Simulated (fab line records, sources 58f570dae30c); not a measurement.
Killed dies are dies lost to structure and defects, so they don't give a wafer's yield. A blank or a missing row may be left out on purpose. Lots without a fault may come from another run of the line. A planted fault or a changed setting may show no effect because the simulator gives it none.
A struck lot beside a sound one | flow berkeley_cmos170 | 14 steps out of a route of 331
Sound: wafers L889.3, L889.5, L889.6. Struck: wafers L893.1, L893.2, L893.3. The cause comes at the end.
At each step with rows: each side's tool, then ch and its chambers, then its first start. Under that, the readings that differ: sound wafers | struck wafers | difference of the means | sigmas: that difference in standard deviations of wafers without a fault.
alike: readings whose means differ by less than 2 such deviations, and words and numbers that are the same on both sides. not compared: withheld readings, readings that some wafer has no value for, bounds like >300 that may hide the same value, and numbers for which the record gives no deviation and whose values overlap.
The two part at a step that has a row with sigmas, a row that says differs or no value, or rows on one side only. Numbers that don't overlap but have no deviation are shown without sigmas and don't part them. A reading that every wafer of one side lacks parts them only if that side has two wafers or more.

UCB170_SILICIDE_RS_MEAS_02: measures by four-point-probe.
  sound on film_metro-01, day 9 03:43; struck on film_metro-01, day 9 14:00
  alike: SILICIDE_TI_RS
UCB170_SILICIDE_THK_MEAS_03: measures by xrf.
  sound on film_metro-01, day 9 03:49; struck on film_metro-01, day 9 14:07
  alike: SILICIDE_TI_THK
UCB170_SILICIDE_RTA_04: time 15 s.
  sound on rtp_anneal-02 ch 0, day 9 03:52; struck on rtp_anneal-01 ch 0, day 9 14:11
  reading          | sound             | struck            | difference | sigmas
  wafer_temp_C_max | 653.2 654.0 652.6 | 651.6 651.5 652.7 | -1.3       | -2
  alike: anneal_temp_c_max, chamber_o2_ppm, lamp_power_pct
then, 3 steps without rows for these wafers: UCB170_SILICIDE_WET_ETCH_05 (etches Ti in SPM, time 45 s); UCB170_CONTACT_CLEAN_00 (cleans in SPM, time 600 s); UCB170_CONTACT_CVD_01 (deposits PSG from SiH4/O2/PH3, target thk 700 nm, time 2820 s).
UCB170_CONTACT_THK_MEAS_02:
  sound on film_metro-01, day 9 08:52; struck on film_metro-04, day 9 16:15
  alike: CONTACT_PSG_THK
then, 3 steps without rows for these wafers: UCB170_CONTACT_HMDS_03 (prime time 60 s); UCB170_CONTACT_COAT_04 (resist thk 900 nm); UCB170_CONTACT_SOFTBAKE_05 (time 60 s).
UCB170_CONTACT_STRIP_06: strips in O2.
  sound on plasma_asher-02 ch 0,1, day 9 09:23; struck on plasma_asher-01 ch 0,1, day 9 16:46
  alike: drypump_motor_current_A, oes_product_au, strip_time_to_endpoint_s
  not compared: rf_hours_counter_h
then, 1 step without rows for these wafers: UCB170_CONTACT_CLEAN_07 (cleans in SPM, time 600 s).
UCB170_CONTACT_RTA_08: time 10 s.
  sound on rtp_anneal-02 ch 0, day 9 09:39; struck on rtp_anneal-01, day 9 17:03
  no value came back on the struck wafers for any of 5 readings (anneal_temp_c_max, chamber_o2_ppm and others); on the sound wafers anneal_temp_c_max reads 903.6 903.3 902.6
then, 1 step without rows for these wafers: UCB170_CONTACT_COAT_09.

WHERE THEY PART
First at UCB170_SILICIDE_RTA_04; last, within this record, at UCB170_CONTACT_RTA_08.

WHY: what the simulator had put in
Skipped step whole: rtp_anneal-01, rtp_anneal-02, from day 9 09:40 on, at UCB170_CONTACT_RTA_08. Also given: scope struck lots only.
